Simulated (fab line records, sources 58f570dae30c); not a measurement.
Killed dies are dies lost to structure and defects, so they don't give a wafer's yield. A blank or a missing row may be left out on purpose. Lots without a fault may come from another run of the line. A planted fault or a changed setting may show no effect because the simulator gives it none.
fab line records | flow berkeley_cmos170 | part 1 of 2: steps 1 to 32 of 43
record lots=5 wafers=15 last_day=13
route steps=331 shown NLDD@161 SPACER@171 PSD@175 NSD@187 BACKSIDE@199
lots that met no fault: from a run of the same line without faults
start_h: hours from the record's first day to the start of the lot's first wafer shown | wait_h: hours since the lot's step before | " the same as in the row above | L1.1+2: a row that stands for several wafers | - no value, or no start given | * or withheld: withheld | < > ~ a bound
route shown NAME@n: a module of which the file shows steps, and the number in the route of the first | usual: mean/standard deviation of fault-free wafers | same: alike in all rows | chamber/n: place in a boat | sites: the reading at each site | _std_site: their standard deviation | _edge_site: outer sites' mean less inner sites' | radius_mm: how far each site lies from the wafer's centre | mask NAME#n: copy n | behind: the tool/chamber that last shaped the wafer | hold: why the lot was held/for how many hours/how that ended | device: the transistor (n, p or np) that didn't switch | end of line: the same wafers' tests at the end of the route | a step without rows: its recipe alone | killed: dies lost to structure and defects at the first sort, not the wafer's yield | map: a wafer's dies, x killed, . not, _ none there
set.NAME: the setting as run; set.NAME@STEP: as run at that earlier step | model.NAME: the simulator's own value behind a step, which no gauge read
lots at some steps of the route; a table a step, a row a wafer
services: from which hour (start_h, from the record's first day; less than 0 if before it) a tool's chamber was out of use, for how many hours, and why
## steps
# step UCB170_NLDD_EXPOSE_03
# recipe mask_id=NSELECT na=0.5 sigma_outer=0.6 source_shape=conventional target_cd_nm=1200 dose_mj=30
# same sigma_outer=0.6
# columns lot.wafer tool chamber start_h wait_h mask
L080.1+4+5 krf_scanner-02 0 171.17 0.1 NSELECT#0
L081.1+2+4 krf_scanner-01 0 186.54 0.1 NSELECT#0
L085.1+3+6 krf_scanner-01 0 218.19 0.2 NSELECT#0
L089.2+4+5 krf_scanner-02 0 231.26 0.1 NSELECT#0
L094.2+3+6 krf_scanner-01 0 272.32 0.2 NSELECT#0
# step UCB170_NLDD_PEB_04
# recipe peb_temp_c=130 peb_time_s=withheld resist=KrF
# columns lot.wafer tool chamber start_h wait_h
L080.1+4+5 litho_track-04 0 171.72 0.5
L081.1+2+4 litho_track-03 0 186.66 0.1
L085.1+3+6 litho_track-02 0 218.61 0.4
L089.2+4+5 litho_track-02 0 231.38 0.1
L094.2+3+6 litho_track-02 0 272.45 0.1
# step UCB170_NLDD_DEVELOP_05
# recipe developer=TMAH develop_time_s=45 resist=KrF dev_temp_c=21
# columns lot.wafer tool chamber start_h wait_h
L080.1+4+5 litho_track-04 0 - -
L081.1+2+4 litho_track-03 0 - -
L085.1+3+6 litho_track-02 0 - -
L089.2+4+5 litho_track-02 0 - -
L094.2+3+6 litho_track-02 0 - -
# step UCB170_NLDD_CD_MEAS_06
# recipe target_cd_nm=1200
# usual cd_nm=1199.5/1.4
# columns lot.wafer tool chamber start_h wait_h cd_nm
L080.1 cd_sem-01 - 171.99 - 1199.7
L080.4 " - " " 1201.3
L080.5 " - " " 1199.0
L081.1 cd_sem-01 - 186.94 - 1199.8
L081.2 " - " " 1200.1
L081.4 " - " " 1198.9
L085.1 cd_sem-02 - 218.89 - 1202.9
L085.3 " - " " 1201.6
L085.6 " - " " 1202.0
L089.2 cd_sem-01 - 231.65 - 1199.4
L089.4 " - " " 1199.1
L089.5 " - " " 1199.2
L094.2 cd_sem-01 - 272.72 - 1202.0
L094.3 " - " " 1200.8
L094.6 " - " " 1200.4
# step UCB170_NLDD_OVL_MEAS_07
# usual NLDD_OVL=1/6.2
# columns lot.wafer tool chamber start_h wait_h NLDD_OVL[nm]
L080.1 overlay-01 - 172.11 0.1 3
L080.4 " - " " 1
L080.5 " - " " 2
L081.1 overlay-01 - 187.06 0.1 3
L081.2 " - " " -10
L081.4 " - " " -9
L085.1 overlay-02 - 219.01 0.1 -5
L085.3 " - " " -17
L085.6 " - " " -8
L089.2 overlay-02 - 231.76 0.1 0
L089.4 " - " " 4
L089.5 " - " " 2
L094.2 overlay-02 - 272.82 0.1 -6
L094.3 " - " " 6
L094.6 " - " " -4
# step UCB170_NLDD_IMPLANT_08
# recipe species=As dose_cm2=5e+13 energy_kev=30 tilt_deg=7 rotation_deg=0
# usual dose_ions_cm2=5.001e+13/5.2e+10 rotation_deg=-0.004/0.019
# columns lot.wafer tool chamber start_h wait_h dose_ions_cm2 rotation_deg
L080.1 implanter-02 0 172.22 0.1 4.998e+13 0.002
L080.4 " 0 " " 5.007e+13 -0.016
L080.5 " 0 " " 4.988e+13 0.004
L081.1 implanter-02 0 187.09 0.0 4.999e+13 0.001
L081.2 " 0 " " 5.001e+13 -0.001
L081.4 " 0 " " 5.002e+13 -0.009
L085.1 implanter-02 0 219.04 0.0 5e+13 0.004
L085.3 " 0 " " 5.002e+13 0.024
L085.6 " 0 " " 5.001e+13 -0.007
L089.2 implanter-02 0 231.81 0.0 5.001e+13 -0.016
L089.4 " 0 " " 5.001e+13 -0.004
L089.5 " 0 " " 5.004e+13 0.014
L094.2 implanter-01 0 272.88 0.0 5.004e+13 -0.012
L094.3 " 0 " " 5.008e+13 0.003
L094.6 " 0 " " 5e+13 0.004
# step UCB170_NLDD_IMPLANT_09
# recipe species=As dose_cm2=5e+13 energy_kev=30 tilt_deg=7 rotation_deg=180
# usual dose_ions_cm2=4.999e+13/4.9e+10 rotation_deg=180.00/0.033
# columns lot.wafer tool chamber start_h wait_h dose_ions_cm2 rotation_deg
L080.1 implanter-02 0 172.37 0.1 5.004e+13 180.00
L080.4 " 0 " " 4.996e+13 180.00
L080.5 " 0 " " 5e+13 180.03
L081.1 implanter-02 0 187.24 0.1 5.002e+13 180.04
L081.2 " 0 " " 4.993e+13 179.98
L081.4 " 0 " " 5e+13 180.01
L085.1 implanter-02 0 219.19 0.1 4.995e+13 179.97
L085.3 " 0 " " 4.999e+13 179.99
L085.6 " 0 " " 4.999e+13 179.98
L089.2 implanter-02 0 231.96 0.1 5.006e+13 180.01
L089.4 " 0 " " 5.004e+13 180.03
L089.5 " 0 " " 5.004e+13 180.00
L094.2 implanter-01 0 273.03 0.1 5.004e+13 180.00
L094.3 " 0 " " 5.004e+13 180.01
L094.6 " 0 " " 5.004e+13 180.08
# step UCB170_NLDD_STRIP_10
# recipe chemistry=O2 power_w=400 pressure_mtorr=3500 platen_temp_c=withheld o2_flow_sccm=400 overash_fraction=0.5
# usual drypump_motor_current_A=5.5/0.39 oes_product_au=0.735/0.0044 strip_time_to_endpoint_s=21.59/0.069
# columns lot.wafer tool chamber start_h wait_h drypump_motor_current_A oes_product_au rf_hours_counter_h strip_time_to_endpoint_s
L080.1 plasma_asher-04 0 172.52 0.1 5.0 0.737 6 21.61
L080.4 " 0 " " 5.0 0.739 - 21.66
L080.5 " 1 " " 5.3 0.733 - 21.58
L081.1 plasma_asher-04 1 187.39 0.1 5.2 0.740 7 21.50
L081.2 " 0 " " 5.0 0.729 7 21.54
L081.4 " 1 " " 5.2 0.734 - 21.53
L085.1 plasma_asher-03 1 219.34 0.1 5.6 0.736 42 21.51
L085.3 " 1 " " 5.6 0.742 - 21.56
L085.6 " 1 " " 5.6 0.726 - 21.51
L089.2 plasma_asher-01 0 232.09 0.1 5.3 0.732 52 21.58
L089.4 " 0 " " 5.3 0.728 - 21.58
L089.5 " 1 " " 6.1 0.738 - 21.61
L094.2 plasma_asher-01 1 273.15 0.1 6.2 0.738 56 21.61
L094.3 " 0 " " 5.3 0.738 - 21.69
L094.6 " 1 " " 6.2 0.735 - 21.63
# step UCB170_NLDD_TW_MEAS_11
# usual NLDD_TW=2214/26
# columns lot.wafer tool chamber start_h wait_h NLDD_TW
L080.1 film_metro-02 - 172.62 0.1 2195
L080.4 " - " " 2193
L080.5 " - " " 2193
L081.1 film_metro-01 - 187.49 0.1 2188
L081.2 " - " " 2183
L081.4 " - " " 2180
L085.1 film_metro-04 - 219.44 0.1 2242
L085.3 " - " " 2244
L085.6 " - " " 2250
L089.2 film_metro-04 - 232.37 0.2 2237
L089.4 " - " " 2257
L089.5 " - " " 2253
L094.2 film_metro-01 - 273.26 0.1 2184
L094.3 " - " " 2179
L094.6 " - " " 2180
# step UCB170_NLDD_CLEAN_12
# recipe chemistry=SPM temp_c=120 time_s=600
# columns lot.wafer tool chamber start_h wait_h
L080.1+4+5 wet_bench-02 3 174.04 1.4
L081.1+2+4 wet_bench-02 3 187.55 0.1
L085.1+3+6 wet_bench-03 0 219.50 0.1
L089.2+4+5 wet_bench-01 3 232.55 0.2
L094.2+3+6 wet_bench-03 3 275.77 2.5
# step UCB170_SPACER_CVD_00
# recipe material=SiO2 target_thk_nm=376 temp_c=390 precursor=TEOS/O2 time_s=47 rf_w=550 pressure_mtorr=9000
# usual heater_power_w=248/68
# columns lot.wafer tool chamber start_h wait_h heater_power_w since_wet_clean_h
L080.1 pecvd-04 2 174.21 0.0 144 253
L080.4 " 0 " " 362 -
L080.5 " 1 " " 232 -
L081.1 pecvd-02 2 187.73 0.0 244 159
L081.2 " 1 " " 357 159
L081.4 " 2 " " 158 -
L085.1 pecvd-03 2 219.68 0.0 205 70
L085.3 " 0 " " 295 70
L085.6 " 1 " " 279 -
L089.2 pecvd-04 0 232.74 0.0 337 311
L089.4 " 0 " " 346 -
L089.5 " 1 " " 203 -
L094.2 pecvd-03 1 275.95 0.0 262 126
L094.3 " 2 " " 198 126
L094.6 " 1 " " 273 -
# step UCB170_SPACER_THK_MEAS_01
# recipe reads=SiO2_of_SPACER_CVD_00
# usual SPACER_TEOS_THK=374/4.9
# columns lot.wafer tool chamber start_h wait_h SPACER_TEOS_THK[nm]
L080.1 film_metro-02 - 174.26 0.0 366
L080.4 " - " " 369
L080.5 " - " " 373
L081.1 film_metro-01 - 187.77 0.0 373
L081.2 " - " " 368
L081.4 " - " " 376
L085.1 film_metro-03 - 219.72 0.0 368
L085.3 " - " " 372
L085.6 " - " " 372
L089.2 film_metro-01 - 232.79 0.0 367
L089.4 " - " " 379
L089.5 " - " " 385
L094.2 film_metro-02 - 276.00 0.0 367
L094.3 " - " " 369
L094.6 " - " " 380
# step UCB170_SPACER_ANNEAL_02
# recipe temp_c=900 time_s=1800 ambient=N2
# usual spike_tc_centre_C=901.1/1.3 tube_center_temp_C=900.02/0.082
# columns lot.wafer tool chamber start_h wait_h spike_tc_centre_C tube_center_temp_C
L080.1 furnace-01 0 177.72 3.5 901.6 900.02
L080.4 " 0 " " 900.9 899.9
L080.5 " 0 " " 900.4 900.21
L081.1 furnace-01 0 193.51 5.7 902.3 899.96
L081.2 " 0 " " 901.3 900.1
L081.4 " 0 " " 902.0 899.95
L085.1 furnace-01 0 224.82 5.1 901.3 900.1
L085.3 " 0 " " 900.7 900.06
L085.6 " 0 " " 900.0 899.89
L089.2 furnace-01 0 241.65 8.8 900.6 899.93
L089.4 " 0 " " 902.5 900.1
L089.5 " 0 " " 898.6 900.18
L094.2 furnace-01 0 280.46 4.5 900.4 900.04
L094.3 " 0 " " 900.0 900
L094.6 " 0 " " 901.0 899.94
# step UCB170_SPACER_ETCHBACK_03
# recipe stop_on=Si target=SiO2 chemistry=CHF3/CF4/Ar CHF3_flow_sccm=50 cf4_flow_sccm=10 Ar_flow_sccm=120 pressure_mtorr=200 rf_w=500 target_depth_a=3760 time_s=100
# usual drypump_motor_current_A=5.8/0.44 oes_product_au=0.895/0.016 throttle_valve_pct=6.44/0.1
# columns lot.wafer tool chamber start_h wait_h drypump_motor_current_A oes_product_au rf_hours_counter_h throttle_valve_pct
L080.1 rie_diel-04 2 179.29 0.1 5.8 0.881 29 6.55
L080.4 " 1 " " 5.2 0.865 73 6.59
L080.5 " 1 " " 5.2 0.866 - 6.59
L081.1 rie_diel-04 2 195.01 0.0 5.8 0.893 30 6.54
L081.2 " 0 " " 5.2 0.895 3 6.34
L081.4 " 3 " " 6.5 0.900 16 6.56
L085.1 rie_diel-01 3 226.32 0.0 5.8 0.874 137 6.31
L085.3 " 0 " " 5.3 0.874 1 6.48
L085.6 " 2 " " 6.2 0.885 - 6.45
L089.2 rie_diel-04 1 243.15 0.0 5.2 0.865 76 6.59
L089.4 " 3 " " 6.5 0.899 18 6.57
L089.5 " 2 " " 5.8 0.913 - 6.55
L094.2 rie_diel-03 2 281.96 0.0 6.2 0.897 8 6.48
L094.3 " 3 " " 5.6 0.889 11 6.32
L094.6 " 2 " " 6.2 0.916 - 6.49
# step UCB170_PSD_HMDS_00
# recipe prime_time_s=60 prime_temp_c=100
# columns lot.wafer tool chamber start_h wait_h
L080.1+4+5 litho_track-02 0 180.25 0.9
L081.1+2+4 litho_track-01 0 195.44 0.4
L085.1+3+6 litho_track-04 0 226.39 0.0
L089.2+4+5 litho_track-04 0 243.43 0.2
L094.2+3+6 litho_track-02 0 282.06 0.1
# step UCB170_PSD_COAT_01
# recipe resist=KrF spin_rpm=1500 resist_thk_nm=900
# columns lot.wafer tool chamber start_h wait_h
L080.1+4+5 litho_track-02 0 180.40 0.1
L081.1+2+4 litho_track-01 0 195.59 0.1
L085.1+3+6 litho_track-04 0 226.54 0.1
L089.2+4+5 litho_track-04 0 243.58 0.1
L094.2+3+6 litho_track-02 0 282.21 0.1
# step UCB170_PSD_SOFTBAKE_02
# recipe resist=KrF temp_c=130 time_s=60
# columns lot.wafer tool chamber start_h wait_h
L080.1+4+5 litho_track-02 0 180.55 0.1
L081.1+2+4 litho_track-01 0 195.74 0.1
L085.1+3+6 litho_track-04 0 226.69 0.1
L089.2+4+5 litho_track-04 0 243.73 0.1
L094.2+3+6 litho_track-02 0 282.36 0.1
# step UCB170_PSD_EXPOSE_03
# recipe mask_id=PSELECT_MOD na=0.5 sigma_outer=0.6 source_shape=conventional target_cd_nm=1200 dose_mj=30
# same sigma_outer=0.6
# columns lot.wafer tool chamber start_h wait_h mask
L080.1+4+5 krf_scanner-01 0 180.99 0.4 PSELECT_MOD#0
L081.1+2+4 krf_scanner-02 0 196.01 0.2 PSELECT_MOD#0
L085.1+3+6 krf_scanner-02 0 226.84 0.1 PSELECT_MOD#0
L089.2+4+5 krf_scanner-02 0 243.87 0.1 PSELECT_MOD#0
L094.2+3+6 krf_scanner-02 0 282.50 0.1 PSELECT_MOD#0
# step UCB170_PSD_PEB_04
# recipe peb_temp_c=130 peb_time_s=withheld resist=KrF
# columns lot.wafer tool chamber start_h wait_h
L080.1+4+5 litho_track-02 0 181.70 0.7
L081.1+2+4 litho_track-01 0 196.13 0.1
L085.1+3+6 litho_track-01 0 227.34 0.5
L089.2+4+5 litho_track-01 0 244.09 0.2
L094.2+3+6 litho_track-04 0 282.62 0.1
# step UCB170_PSD_DEVELOP_05
# recipe developer=TMAH develop_time_s=45 resist=KrF dev_temp_c=21
# columns lot.wafer tool chamber start_h wait_h
L080.1+4+5 litho_track-02 0 - -
L081.1+2+4 litho_track-01 0 - -
L085.1+3+6 litho_track-01 0 - -
L089.2+4+5 litho_track-01 0 - -
L094.2+3+6 litho_track-04 0 - -
# step UCB170_PSD_CD_MEAS_06
# recipe target_cd_nm=1200
# usual cd_nm=1199.6/1.4
# columns lot.wafer tool chamber start_h wait_h cd_nm
L080.1 cd_sem-01 - 181.97 - 1203.0
L080.4 " - " " 1202.8
L080.5 " - " " 1202.4
L081.1 cd_sem-02 - 196.40 - 1201.4
L081.2 " - " " 1202.0
L081.4 " - " " 1202.4
L085.1 cd_sem-01 - 227.61 - 1199.4
L085.3 " - " " 1197.7
L085.6 " - " " 1197.8
L089.2 cd_sem-01 - 244.84 - 1200.3
L089.4 " - " " 1200.9
L089.5 " - " " 1200.4
L094.2 cd_sem-02 - 282.89 - 1201.5
L094.3 " - " " 1201.0
L094.6 " - " " 1202.2
# step UCB170_PSD_OVL_MEAS_07
# usual PSD_OVL=6/4.4
# columns lot.wafer tool chamber start_h wait_h PSD_OVL[nm]
L080.1 overlay-02 - 182.09 0.1 6
L080.4 " - " " -1
L080.5 " - " " 9
L081.1 overlay-01 - 196.52 0.1 4
L081.2 " - " " 2
L081.4 " - " " 7
L085.1 overlay-01 - 227.73 0.1 3
L085.3 " - " " 2
L085.6 " - " " 2
L089.2 overlay-02 - 244.95 0.1 2
L089.4 " - " " 10
L089.5 " - " " -2
L094.2 overlay-01 - 283.00 0.1 2
L094.3 " - " " 3
L094.6 " - " " 5
# step UCB170_PSD_IMPLANT_08
# recipe species=B dose_cm2=3e+15 energy_kev=20 tilt_deg=7
# usual dose_ions_cm2=3e+15/3.6e+12
# columns lot.wafer tool chamber start_h wait_h dose_ions_cm2
L080.1 implanter-02 0 182.13 0.0 3.005e+15
L080.4 " 0 " " 3.003e+15
L080.5 " 0 " " 3.003e+15
L081.1 implanter-01 0 196.56 0.0 2.998e+15
L081.2 " 0 " " 3e+15
L081.4 " 0 " " 2.997e+15
L085.1 implanter-01 0 227.77 0.0 2.998e+15
L085.3 " 0 " " 2.999e+15
L085.6 " 0 " " 2.996e+15
L089.2 implanter-04 0 245.00 0.0 3e+15
L089.4 " 0 " " 3.002e+15
L089.5 " 0 " " 3.004e+15
L094.2 implanter-01 0 283.05 0.0 3.004e+15
L094.3 " 0 " " 2.996e+15
L094.6 " 0 " " 3e+15
# step UCB170_PSD_STRIP_09
# recipe chemistry=O2 power_w=400 pressure_mtorr=3500 platen_temp_c=withheld o2_flow_sccm=400 overash_fraction=0.5
# usual drypump_motor_current_A=5.5/0.46 oes_product_au=0.601/0.0043 strip_time_to_endpoint_s=29.39/0.085
# columns lot.wafer tool chamber start_h wait_h drypump_motor_current_A oes_product_au rf_hours_counter_h strip_time_to_endpoint_s
L080.1 plasma_asher-04 1 182.28 0.1 5.3 0.600 7 29.18
L080.4 " 0 " " 5.0 0.599 - 29.20
L080.5 " 0 " " 5.0 0.593 - 29.21
L081.1 plasma_asher-02 1 196.71 0.1 5.2 0.605 48 29.56
L081.2 " 0 " " 6.1 0.597 48 29.43
L081.4 " 0 " " 6.1 0.603 - 29.48
L085.1 plasma_asher-01 1 227.92 0.1 6.2 0.600 52 29.33
L085.3 " 1 " " 6.2 0.601 - 29.38
L085.6 " 0 " " 5.3 0.597 - 29.35
L089.2 plasma_asher-02 0 245.13 0.1 6.1 0.599 53 29.42
L089.4 " 1 " " 5.2 0.603 - 29.42
L089.5 " 1 " " 5.2 0.605 - 29.33
L094.2 plasma_asher-02 0 283.18 0.1 6.1 0.602 56 29.45
L094.3 " 0 " " 6.1 0.598 - 29.48
L094.6 " 1 " " 5.2 0.608 - 29.46
# step UCB170_PSD_TW_MEAS_10
# usual PSD_TW=2334/34
# columns lot.wafer tool chamber start_h wait_h PSD_TW
L080.1 film_metro-01 - 182.38 0.1 2286
L080.4 " - " " 2301
L080.5 " - " " 2281
L081.1 film_metro-04 - 196.81 0.1 2373
L081.2 " - " " 2388
L081.4 " - " " 2375
L085.1 film_metro-01 - 228.02 0.1 2304
L085.3 " - " " 2326
L085.6 " - " " 2316
L089.2 film_metro-04 - 245.24 0.1 2381
L089.4 " - " " 2375
L089.5 " - " " 2370
L094.2 film_metro-02 - 283.29 0.1 2322
L094.3 " - " " 2312
L094.6 " - " " 2318
# step UCB170_PSD_CLEAN_11
# recipe chemistry=SPM temp_c=120 time_s=600
# columns lot.wafer tool chamber start_h wait_h
L080.1+4+5 wet_bench-04 3 182.50 0.1
L081.1+2+4 wet_bench-04 0 197.33 0.5
L085.1+3+6 wet_bench-04 0 228.08 0.1
L089.2+4+5 wet_bench-03 2 245.29 0.0
L094.2+3+6 wet_bench-04 2 283.65 0.4
# step UCB170_NSD_HMDS_00
# recipe prime_time_s=60 prime_temp_c=100
# columns lot.wafer tool chamber start_h wait_h
L080.1+4+5 litho_track-03 0 183.57 0.7
L081.1+2+4 litho_track-02 0 197.57 0.1
L085.1+3+6 litho_track-01 0 228.61 0.4
L089.2+4+5 litho_track-02 0 245.49 0.0
L094.2+3+6 litho_track-01 0 283.85 0.0
# step UCB170_NSD_COAT_01
# recipe resist=KrF spin_rpm=1500 resist_thk_nm=900
# columns lot.wafer tool chamber start_h wait_h
L080.1+4+5 litho_track-03 0 183.72 0.1
L081.1+2+4 litho_track-02 0 197.72 0.1
L085.1+3+6 litho_track-01 0 228.76 0.1
L089.2+4+5 litho_track-02 0 245.64 0.1
L094.2+3+6 litho_track-01 0 284.00 0.1
# step UCB170_NSD_SOFTBAKE_02
# recipe resist=KrF temp_c=130 time_s=60
# columns lot.wafer tool chamber start_h wait_h
L080.1+4+5 litho_track-03 0 183.87 0.1
L081.1+2+4 litho_track-02 0 197.87 0.1
L085.1+3+6 litho_track-01 0 228.91 0.1
L089.2+4+5 litho_track-02 0 245.79 0.1
L094.2+3+6 litho_track-01 0 284.15 0.1
# step UCB170_NSD_EXPOSE_03
# recipe mask_id=NSELECT_MOD na=0.5 sigma_outer=0.6 source_shape=conventional target_cd_nm=1200 dose_mj=30
# same sigma_outer=0.6
# columns lot.wafer tool chamber start_h wait_h mask
L080.1+4+5 krf_scanner-02 0 184.15 0.2 NSELECT_MOD#0
L081.1+2+4 krf_scanner-02 0 198.05 0.2 NSELECT_MOD#0
L085.1+3+6 krf_scanner-02 0 229.06 0.1 NSELECT_MOD#0
L089.2+4+5 krf_scanner-02 0 246.06 0.2 NSELECT_MOD#0
L094.2+3+6 krf_scanner-02 0 284.29 0.1 NSELECT_MOD#0
# step UCB170_NSD_PEB_04
# recipe peb_temp_c=130 peb_time_s=withheld resist=KrF
# columns lot.wafer tool chamber start_h wait_h
L080.1+4+5 litho_track-01 0 184.34 0.2
L081.1+2+4 litho_track-02 0 198.17 0.1
L085.1+3+6 litho_track-02 0 229.57 0.5
L089.2+4+5 litho_track-03 0 246.18 0.1
L094.2+3+6 litho_track-03 0 284.42 0.1
# step UCB170_NSD_DEVELOP_05
# recipe developer=TMAH develop_time_s=45 resist=KrF dev_temp_c=21
# columns lot.wafer tool chamber start_h wait_h
L080.1+4+5 litho_track-01 0 - -
L081.1+2+4 litho_track-02 0 - -
L085.1+3+6 litho_track-02 0 - -
L089.2+4+5 litho_track-03 0 - -
L094.2+3+6 litho_track-03 0 - -
